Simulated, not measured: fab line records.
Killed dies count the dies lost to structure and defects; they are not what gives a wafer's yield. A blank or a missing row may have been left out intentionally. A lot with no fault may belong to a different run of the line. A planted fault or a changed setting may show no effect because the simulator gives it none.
A struck lot beside a sound one	flow rit_cmos	21 steps out of a route of 202
Sound: wafers L690.1, L690.4, L690.6. The struck wafers were L695.1, L695.3, L695.4. The cause comes at the end.
Each step with rows lists, per side, the tool, then ch with its chambers, then its first start. Under that, the readings that differ: sound wafers	struck wafers	difference of the means	sigmas: that difference in standard deviations of wafers without a fault.
alike: same words and numbers on both sides, and readings whose means sit less than 2 such deviations apart. not compared: any withheld reading, any reading some wafer has no value for, any bound like >300 that may hide the same value, and any number with overlapping values for which the record gives no deviation.
A row with sigmas, a row that says differs or no value, or rows on one side alone: a step with any of these is where the two part. Non-overlapping numbers with no deviation appear without sigmas and do not part them. A reading missing from all wafers of one side parts the sides only when that side holds two or more wafers.

first, 1 step without rows for these wafers: RIT_CONTACT_HARDBAKE_10 (time 60 s).
RIT_CONTACT_ETCH_11: etches SiO2 in CHF3/CF4/Ar, stops on TiSi2, target depth 480 nm, time 320 s.
  sound on rie_diel-02 ch 0,1,2, day 3 18:22; struck on rie_diel-03 ch 1,2,3, day 4 20:40
reading	sound	struck	difference	sigmas
oes_product_au (a.u.)	0.999 1.024 0.992	0.979 0.956 0.974	-0.035	-3
  alike: drypump_motor_current_A, throttle_valve_pct
  not compared: rf_hours_counter_h
RIT_CONTACT_STRIP_12: strips in O2, time 180 s.
  sound on plasma_asher-01 ch 0,1, day 3 18:34; struck on plasma_asher-01 ch 0,1, day 4 20:52
  alike: drypump_motor_current_A, rf_refl_power_W
  not compared: rf_hours_counter_h
RIT_CONTACT_CD_MEAS_90 targets a cd of 1000 nm.
  sound: cd_sem-01 at day 3 18:44; struck: cd_sem-02 at day 4 21:02
  alike: cd_nm
then, 2 steps without rows for these wafers: RIT_CONTACT_CLEAN_13 (cleans in SC1, time 600 s); RIT_CONTACT_CLEAN_14 (cleans in SC2, time 600 s).
RIT_M1_SPUTTER_00: material Al, target thk 400 nm, time 500 s.
  sound: pvd_sputter-02 at day 3 19:14; struck: pvd_sputter-04 at day 4 21:31
  alike: throttle_valve_pct
RIT_M1_RS_MEAS_01: uses a four-point probe to measure.
  sound: film_metro-04 at day 3 19:32; struck: film_metro-01 at day 4 21:49
reading	sound	struck	difference	sigmas
M1_AL_RS (ohm/sq)	0.0728 0.0733 0.0732	0.0753 0.0749 0.0755	+0.0021	+2
RIT_M1_THK_MEAS_02: measures by xrf.
  sound: film_metro-04 at day 3 19:40; struck: film_metro-01 at day 4 21:56
  alike: M1_AL_THK
then, 3 steps without rows for these wafers: RIT_M1_HMDS_03 (prime time 60 s); RIT_M1_COAT_04 (resist thk 1300 nm); RIT_M1_SOFTBAKE_05 (time 60 s).
RIT_M1_EXPOSE_06: exposes mask M12, target cd 2600 nm.
  sound on iline_stepper-01 ch 0, day 3 20:10; struck on iline_stepper-01 ch 0, day 4 22:26
reading	sound	struck	difference	sigmas
mask	M12#0 M12#0 M12#0	M12_R1#0 M12_R1#0 M12_R1#0	differs	
then, 2 steps without rows for these wafers: RIT_M1_PEB_07; RIT_M1_DEVELOP_08 (develop time 68 s).
RIT_M1_CD_MEAS_09 targets a cd of 2600 nm.
  sound: cd_sem-02 at day 3 20:36; struck: cd_sem-01 at day 4 22:52
reading	sound	struck	difference	sigmas
cd_nm (nm)	2603.4 2605.4 2603.4	2249.2 2248.9 2248.6	-355.2	-99 or more
RIT_M1_OVL_MEAS_10:
  sound: overlay-01 at day 3 20:43; struck: overlay-02 at day 4 22:59
  alike: M1_OVL
then, 1 step without rows for these wafers: RIT_M1_HARDBAKE_11 (time 120 s).
RIT_M1_METAL_ETCH_12: etches Al in Cl2/BCl3, stops on SiO2, time 165 s, target depth 600 nm.
  sound on rie_metal-02 ch 0,1, day 3 21:00; struck on rie_metal-03 ch 0,1, day 4 23:17
reading	sound	struck	difference	sigmas
model.M1.cd_nm (nm)	2602 2605 2602	2248 2252 2247	-354	
  alike: drypump_motor_current_A, oes_product_au, throttle_valve_pct
  not compared: rf_hours_counter_h
then, 1 step without rows for these wafers: RIT_M1_STRIP_13 (strips in nmp, time 600 s).
RIT_M1_PROBE_99:
  sound: prober-01 at day 3 23:16; struck: prober-01 at day 5 01:32
reading	sound	struck	difference	sigmas
defect_limited_yield (%)	98.1 93.6 94.7	87.9 83.7 89.0	-8.6	-7
killed_at_M0_to_M3	0 0 0	31 32 27	+30	+99 or more
killed_at_front_end	5 17 14	1 11 2	-7	-2
killed_dies	5 17 14	32 43 29	+23	+7
killed_short	5 8 8	0 5 1	-5	-2
sort_bin_5_function (%)	0.8 4.2 3.4	12.1 14.4 11.0	+9.7	+11
sort_n_pass	259 247 250	232 221 235	-23	-7
sort_yield_pct (%)	98.1 93.6 94.7	87.9 83.7 89.0	-8.6	-7
model.etest.m1.width_nm (nm)	2600 2603 2598	2247 2251 2251	-351	
model.etest.tester.sort_n_pass	259 247 250	232 221 235	-23	
model.etest.tester.sort_bin_5_pct (%)	0.7576 4.167 3.409	12.12 14.39 10.98	+9.72	
model.etest.tester.sort_yield_pct (%)	98.11 93.56 94.7	87.88 83.71 89.02	-8.59	
model.etest.nmos_0p15.junction_log10_a_um	-13.33 -13.52 -13.57	-11.7 -11.94 -11.97	+1.6	
model.etest.nmos_narrow.off_log10_a_um	-13.15 -13.05 -13.22	-11.69 -11.93 -11.96	+1.28	
model.etest.nmos_0p3.off_log10_a_um	-13.11 -12.99 -13.12	-11.68 -11.92 -11.95	+1.22	
model.etest.gate_end_array.leak_log10_a_um	-13 -12.78 -13.06	-11.56 -11.87 -11.85	+1.19	
  alike: killed_at_contacts, killed_open, sort_bin_3_pad_short, sort_bin_6_memory

WHERE THEY PART
Earliest at RIT_CONTACT_ETCH_11; latest, in this record, at RIT_M1_PROBE_99.

WHY: whatever the simulator had introduced
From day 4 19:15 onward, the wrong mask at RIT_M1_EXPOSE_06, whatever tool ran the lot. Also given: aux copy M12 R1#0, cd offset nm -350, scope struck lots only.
